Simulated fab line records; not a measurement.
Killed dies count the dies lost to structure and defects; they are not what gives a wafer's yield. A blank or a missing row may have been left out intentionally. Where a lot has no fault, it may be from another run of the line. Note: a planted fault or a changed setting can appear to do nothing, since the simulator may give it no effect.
8D (eight disciplines) problem report, filled in by code || flow rit_cmos || the parts of the form that need people (team, actions taken, sign-off) are left out

== 1. WHAT IS WRONG ==
Wafers without a fault read 62.55 W, standard deviation 0.049; heater_power_total_W at RIT_PSD_HARDBAKE_07 reads a mean of 61.17 W on 6 wafers belonging to 2 lots. That is -28 standard deviations from the usual mean.
The step: time 60 s.
Earliest sighting: wafer L173.3 on litho_track-01 at day 5 00:46. The record holds 42 wafers of 14 lots with a number at this step. The rule behind "out" and "out of limits": a value lying over 4 standard deviations away from the usual mean. The other wafers with a number count as sound.

== 2. WHAT IT IS, WHAT IT ISN'T ==
{"question": "which readings at this step", "is": "heater_power_total_W, plate_temp_C", "is not": "-"}
{"question": "which lots", "is": "L173, L180", "is not": "L165, L166, L167, L168, L169, L170, L171, L172, L178, L184, L185, L186"}
{"question": "which wafers of those lots", "is": "all that have a number", "is not": "-"}
{"question": "read on which tools", "is": "litho_track-01", "is not": "litho_track-02, litho_track-04"}
{"question": "when", "is": "from day 5 00:46", "is not": "up to then (24 sound wafers); but 12 sound wafers of L178, L184, L185, L186 came after"}

== 3. SUSPECTS, AND WHAT RULES EACH OUT ==
Counting: a tool stays on the suspect list if, at a process step up to the reading, it processed all lots that are out and no sound lot following the first of them.
- litho_track-01 at RIT_PSD_HARDBAKE_07 (time 60 s): kept. All lots that are out passed through it, beginning with L173 at day 5 00:46, and no sound lot followed; its final sound lot before that point was L172 at day 4 23:45. Its own heater_power_total_W, plate_temp_C readings are out on those wafers.
The count leaves litho_track-01 at RIT_PSD_HARDBAKE_07.

== 4. THE CAUSE (what the simulator had put in) ==
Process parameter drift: litho_track-01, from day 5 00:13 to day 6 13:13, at RIT_PSD_HARDBAKE_07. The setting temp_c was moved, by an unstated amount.
Counting left only this tool.

== 5. SEQUENCE OF EFFECTS, ordered by route ==
Each row: a reading where the mean over the struck wafers with a number is more than 3 standard deviations away from the usual. Readings are gone through only where the record gives a usual standard deviation; hours: the median, over the lots, of the time from a lot's start at the first step in this table giving one to that lot's start at this step; sigmas: the change measured in usual standard deviations.
{"hours": 0, "step": "RIT_PSD_HARDBAKE_07", "reading": "heater_power_total_W", "usual": "62.55 W", "on struck wafers": 61.17, "change": -1.38, "sigmas": -28}
{"hours": 0, "step": "RIT_PSD_HARDBAKE_07", "reading": "plate_temp_C", "usual": "140.01 C", "on struck wafers": 137.58, "change": -2.43, "sigmas": -19}
The process steps in it:
- RIT_PSD_HARDBAKE_07: time 60 s.
Later measuring or inspecting steps at which every struck wafer that the step has a row for has a number for every such reading, and none has moved that far: RIT_M1_THK_MEAS_02, RIT_M1_OVL_MEAS_10.

== 6. HOW IT WOULD HAVE BEEN CAUGHT EARLIER ==
In this record the first reading out of limits was taken at day 5 00:46, 1 hour after the fault began at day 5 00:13.
